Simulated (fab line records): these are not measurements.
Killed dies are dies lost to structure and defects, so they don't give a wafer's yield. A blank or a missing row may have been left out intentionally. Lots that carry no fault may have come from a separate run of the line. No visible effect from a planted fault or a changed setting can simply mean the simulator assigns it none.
Problem report, 8D (eight disciplines) form, completed by code    flow berkeleyCmos170    the parts of the form that need people (team, actions taken, sign-off) are left out

1. WHAT IS WRONG
At UCB170_M1_STRIP_13, o2FlowSccm averages 200.0 sccm over 6 wafers from 2 lots, while fault-free wafers read 400.0 sccm, standard deviation 1.2. So: -99 or more standard deviations from the usual mean.
The step: strips in O2.
The first sign was on wafer L136.1 at day 10 14:48, on plasmaAsher-04. The record holds 42 wafers of 14 lots with a number at this step. Rule for "out" (also "out of limits"): further than 4 standard deviations from the usual mean. Any other wafer with a number is counted as sound.

2. WHAT IT IS AND WHAT IT IS NOT
question                     is                        is not
which readings at this step  o2FlowSccm, oesProductAu  drypumpMotorCurrentA
which lots                   L136, L141                L127, L128, L129, L131, L132, L133, L134, L135, L144, L147, L149, L150
which wafers of those lots   all that have a number    -
read on which tools          plasmaAsher-04            plasmaAsher-01, plasmaAsher-02
when                         from day 10 14:48         up to then (24 sound wafers); but 12 sound wafers of L144, L147, L149, L150 came after

3. SUSPECTS, AND WHAT RULES EACH OUT
Counting: a tool at a process step up to the reading stays a suspect if it ran every lot that is out and no sound lot after the first of them.
- plasmaAsher-04 at UCB170_M1_STRIP_13 (strips in O2): kept. It processed each lot that is out, first L136 at day 10 14:48, and no sound lot thereafter; up to then, the last sound lot it processed was L135 at day 9 23:58. Its own o2FlowSccm, oesProductAu readings are out on those wafers.
Left after counting: plasmaAsher-04 at UCB170_M1_STRIP_13.

4. THE CAUSE (what the simulator had put in)
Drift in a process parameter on plasmaAsher-04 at UCB170_M1_STRIP_13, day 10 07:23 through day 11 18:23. From 400, the setting o2FlowSccm moved by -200. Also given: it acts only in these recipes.
Only this tool survived the counting.

5. THE EFFECT CHAIN, in route order
Rows list readings where the struck wafers' mean (over those with a number) sits beyond 3 standard deviations from the usual. Only readings whose record carries a usual standard deviation are examined. hours: median over the lots of the time between each lot's start at the first step of this table that gives one and its start at this step. sigmas: the change, counted in usual standard deviations.
hours  step                reading       usual       on struck wafers  change  sigmas
0      UCB170_M1_STRIP_13  o2FlowSccm    400.0 sccm  200.0             -200.0  -99 or more
0      UCB170_M1_STRIP_13  oesProductAu  0.719 a.u.  0.658             -0.061  -15
The process steps in it:
- UCB170_M1_STRIP_13: strips in O2.

6. HOW IT WOULD HAVE BEEN CAUGHT EARLIER
In this record no reading fell out of limits until day 10 14:48, 7 hours after the fault had begun at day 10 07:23.
